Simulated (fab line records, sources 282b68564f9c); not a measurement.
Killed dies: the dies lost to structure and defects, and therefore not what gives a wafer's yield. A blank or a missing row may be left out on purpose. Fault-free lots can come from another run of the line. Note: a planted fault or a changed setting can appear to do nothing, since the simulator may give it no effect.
Lot-split experiment :: flow ritCmos :: route with 202 steps; 5 lots, 23 wafers read

## ON THE SPLIT
At RIT_NSD_IMPLANT_08, the setting energyKev was moved away from the recipe's 25 on 4 of the 23 wafers read, by +1.9% to +3.0%. All remaining wafers had this setting at the recipe value.

Reading taken at the split's own step.

## THE READING
implant.drpNm (the simulator's own value, which no gauge read), in nm, at RIT_NSD_IMPLANT_08. No usual value for it is given in the file.

wafer: L074.2
tool, chamber at the split: implanter-01, 0
energyKev as run: 25.48
against the recipe: +1.9%
implant.drpNm, nm: 15.01
against lot-mates on the recipe: +0.17

wafer: L074.6
tool, chamber at the split: implanter-01, 0
energyKev as run: 25.48
against the recipe: +1.9%
implant.drpNm, nm: 15.01
against lot-mates on the recipe: +0.17

wafer: L074.3
tool, chamber at the split: implanter-01, 0
energyKev as run: 25
against the recipe: recipe
implant.drpNm, nm: 14.84
against lot-mates on the recipe: -

wafer: L074.4
tool, chamber at the split: implanter-01, 0
energyKev as run: 25
against the recipe: recipe
implant.drpNm, nm: 14.84
against lot-mates on the recipe: -

wafer: L074.5
tool, chamber at the split: implanter-01, 0
energyKev as run: 25
against the recipe: recipe
implant.drpNm, nm: 14.84
against lot-mates on the recipe: -

wafer: L078.1
tool, chamber at the split: implanter-02, 0
energyKev as run: 25
against the recipe: recipe
implant.drpNm, nm: 14.84
against lot-mates on the recipe: -

wafer: L078.2
tool, chamber at the split: implanter-02, 0
energyKev as run: 25
against the recipe: recipe
implant.drpNm, nm: 14.84
against lot-mates on the recipe: -

wafer: L078.6
tool, chamber at the split: implanter-02, 0
energyKev as run: 25
against the recipe: recipe
implant.drpNm, nm: 14.84
against lot-mates on the recipe: -

wafer: L078.3
tool, chamber at the split: implanter-02, 0
energyKev as run: 25.75
against the recipe: +3.0%
implant.drpNm, nm: 15.1
against lot-mates on the recipe: +0.26

wafer: L078.4
tool, chamber at the split: implanter-02, 0
energyKev as run: 25.75
against the recipe: +3.0%
implant.drpNm, nm: 15.1
against lot-mates on the recipe: +0.26

wafer: L082.1
tool, chamber at the split: implanter-03, 0
energyKev as run: 25
against the recipe: recipe
implant.drpNm, nm: 14.84
against lot-mates on the recipe: -

wafer: L082.4
tool, chamber at the split: implanter-03, 0
energyKev as run: 25
against the recipe: recipe
implant.drpNm, nm: 14.84
against lot-mates on the recipe: -

wafer: L082.5
tool, chamber at the split: implanter-03, 0
energyKev as run: 25
against the recipe: recipe
implant.drpNm, nm: 14.84
against lot-mates on the recipe: -

wafer: L083.1
tool, chamber at the split: implanter-01, 0
energyKev as run: 25
against the recipe: recipe
implant.drpNm, nm: 14.84
against lot-mates on the recipe: -

wafer: L083.2
tool, chamber at the split: implanter-01, 0
energyKev as run: 25
against the recipe: recipe
implant.drpNm, nm: 14.84
against lot-mates on the recipe: -

wafer: L083.3
tool, chamber at the split: implanter-01, 0
energyKev as run: 25
against the recipe: recipe
implant.drpNm, nm: 14.84
against lot-mates on the recipe: -

wafer: L083.4
tool, chamber at the split: implanter-01, 0
energyKev as run: 25
against the recipe: recipe
implant.drpNm, nm: 14.84
against lot-mates on the recipe: -

wafer: L083.5
tool, chamber at the split: implanter-01, 0
energyKev as run: 25
against the recipe: recipe
implant.drpNm, nm: 14.84
against lot-mates on the recipe: -

wafer: L085.1
tool, chamber at the split: implanter-01, 0
energyKev as run: 25
against the recipe: recipe
implant.drpNm, nm: 14.84
against lot-mates on the recipe: -

wafer: L085.2
tool, chamber at the split: implanter-01, 0
energyKev as run: 25
against the recipe: recipe
implant.drpNm, nm: 14.84
against lot-mates on the recipe: -

wafer: L085.3
tool, chamber at the split: implanter-01, 0
energyKev as run: 25
against the recipe: recipe
implant.drpNm, nm: 14.84
against lot-mates on the recipe: -

wafer: L085.4
tool, chamber at the split: implanter-01, 0
energyKev as run: 25
against the recipe: recipe
implant.drpNm, nm: 14.84
against lot-mates on the recipe: -

wafer: L085.6
tool, chamber at the split: implanter-01, 0
energyKev as run: 25
against the recipe: recipe
implant.drpNm, nm: 14.84
against lot-mates on the recipe: -

THE FIT
A straight line over all 23 wafers: implant.drpNm changes by +0.0872 nm for each +1% of energyKev; r = +1.00; the points scatter about the line by 0.00093 nm.
The same after taking each lot's own level away (the mean of its wafers on the recipe; 23 wafers): +0.0872 nm for each +1%; r = +1.00; scatter 0.00093 nm.
The reading moves by 0.26 nm for the largest change in energyKev, on that fit.
The lots' own levels span 14.840 to 14.840 nm.
Consequently the slope shifts little with the lot-to-lot level, the two slopes agreeing.
Check: for one of the wafers moved furthest among these (+3.0%), held out of the fit, the line's prediction against its lot-mates is +0.263 nm. It came out at +0.26 nm against them.

## OTHER SPLITS ON THESE WAFERS
These wafers also went through other splits before the reading. Each is held against what the fit with the lots' levels taken away leaves over:
other split on the same wafers: RIT_SPACER_CVD_03 sih2cl2FlowSccm
wafers away from the commonest value: 15
r with implant.drpNm (lot level and that fit taken away): -0.30

## THE FILE'S OWN FIT
implant.drpNm changes by +0.089 nm for each +1% of energyKev, r = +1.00.
